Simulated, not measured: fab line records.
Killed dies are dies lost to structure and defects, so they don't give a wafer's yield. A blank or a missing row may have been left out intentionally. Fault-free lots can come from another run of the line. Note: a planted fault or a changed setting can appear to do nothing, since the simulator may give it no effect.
Which tool did it?    flow rit-cmos    Sampling: 14 lots, 42 wafers, 2 of 202 route steps

## WHAT EACH GAUGE READ, for each wafer
RIT_NSD_OVL_MEAS_06.
lot   measured     on          NSD_OVL (nm)
L505  day 3 05:28  overlay-01  1.6 1.8 2.3
L506  day 3 12:07  overlay-01  1.6 0.7 0.6
L507  day 3 15:34  overlay-01  1.5 1.8 1.6
L508  day 3 22:16  overlay-01  0.0 0.9 -0.8
L509  day 4 04:16  overlay-01  0.6 -0.9 -0.5
L510  day 4 05:26  overlay-02  1.0 -0.6 -0.8
L513  day 4 17:32  overlay-01  1.2 1.8 2.5
L515  day 5 08:44  overlay-01  -3.0 -2.6 -3.1
L517  day 5 12:48  overlay-01  -0.3 -0.5 -1.0
L521  day 6 14:40  overlay-02  3.3 1.4 1.5
L522  day 6 17:21  overlay-02  0.2 -0.5 0.9
L524  day 7 17:16  overlay-01  1.4 0.1 1.8
L525  day 7 23:05  overlay-01  -0.4 1.0 2.1
L526  day 7 23:14  overlay-02  0.3 1.0 1.9

## WHAT TOOL EACH LOT RAN ON (gives the tool, then ch and the chambers of the sampled wafers, and finally the start)
lot   RIT_NWELL_IMPLANT_08
L505  implanter-03 ch 0, day 2 02:13
L506  implanter-03 ch 0, day 2 06:26
L507  implanter-01 ch 0, day 2 07:58
L508  implanter-02 ch 0, day 2 15:29
L509  implanter-01 ch 0, day 2 19:23
L510  implanter-02 ch 0, day 2 22:13
L513  implanter-03 ch 0, day 3 14:53
L515  implanter-02 ch 0, day 4 05:37
L517  implanter-03 ch 0, day 4 09:23
L521  implanter-03 ch 0, day 5 06:15
L522  implanter-01 ch 0, day 5 11:37
L524  implanter-02 ch 0, day 6 04:16
L525  implanter-02 ch 0, day 6 06:35
L526  implanter-01 ch 0, day 6 08:58
- RIT_NWELL_IMPLANT_08

## AS READ BY THE TOOLS THEMSELVES (means over the sampled wafers that have a number; for cases with no such wafer, the mark the record gives instead)
RIT_NWELL_IMPLANT_08.
lot   tool          beam-energy-keV  beam-on-s (s)  faraday-current-uA
L505  implanter-03  170.03           9.88           160
L506  implanter-03  169.94           10.21          155
L507  implanter-01  170.02           9.93           159
L508  implanter-02  170.05           10.05          158
L509  implanter-01  169.99           9.82           161
L510  implanter-02  170.07           9.96           159
L513  implanter-03  169.98           10.11          157
L515  implanter-02  170.03           9.91           160
L517  implanter-03  173.58           10.21          155
L521  implanter-03  173.52           10.39          153
L522  implanter-01  170.03           10.06          158
L524  implanter-02  170.03           10.05          158
L525  implanter-02  169.99           10.14          157
L526  implanter-01  170.00           10.03          158

## THE ANSWER, worked out from the rows above alone
Rule: usual is defined by the lots themselves. Put in order of their means at a reading, lots are off if they are a third of the lots or fewer, leave a main group of 4 or more, and stand apart from it by a gap of 3 or more times the standard deviation of the main group's means; of several such gaps the widest counts. If all means in a main group match to the digits the tables above print for the reading, that group is not used. Also off: a lot with no number at a reading for which 4 or more lots have one. The other lots that the step has rows for count as sound. First the gauges in route order, then the tools' own readings, where a lot's mean is used as printed above. The first step at which some lot is off is used, and at that step the reading that is off furthest; a lot without a number counts as furthest.
Off: L517, L521, at RIT_NWELL_IMPLANT_08 (beam-energy-keV). Mean 170.01 and standard deviation 0.033 in the main group.
A tool fits if, at that step or a process step before it, it ran every lot that is off, and no sound lot after the first of them. One fits: implanter-03 at RIT_NWELL_IMPLANT_08. A fault onset in the window from L513 (day 3 14:53, its last sound lot) to L517 (day 4 09:23, its first lot off) fits.
On the lots that are off, the tool's own readings at RIT_NWELL_IMPLANT_08 differ by more than 5 times the standard deviation of the sound lots' means, which bears it out; beam-energy-keV reads 173.55 there versus 170.01 on the sound lots.

## WHAT THE SIMULATOR PUT IN
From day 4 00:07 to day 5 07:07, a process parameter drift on implanter-03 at RIT_NWELL_IMPLANT_08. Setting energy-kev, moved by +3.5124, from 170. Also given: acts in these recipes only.
Shown lots that were struck: L517, L521. The rule given above showed the same thing.
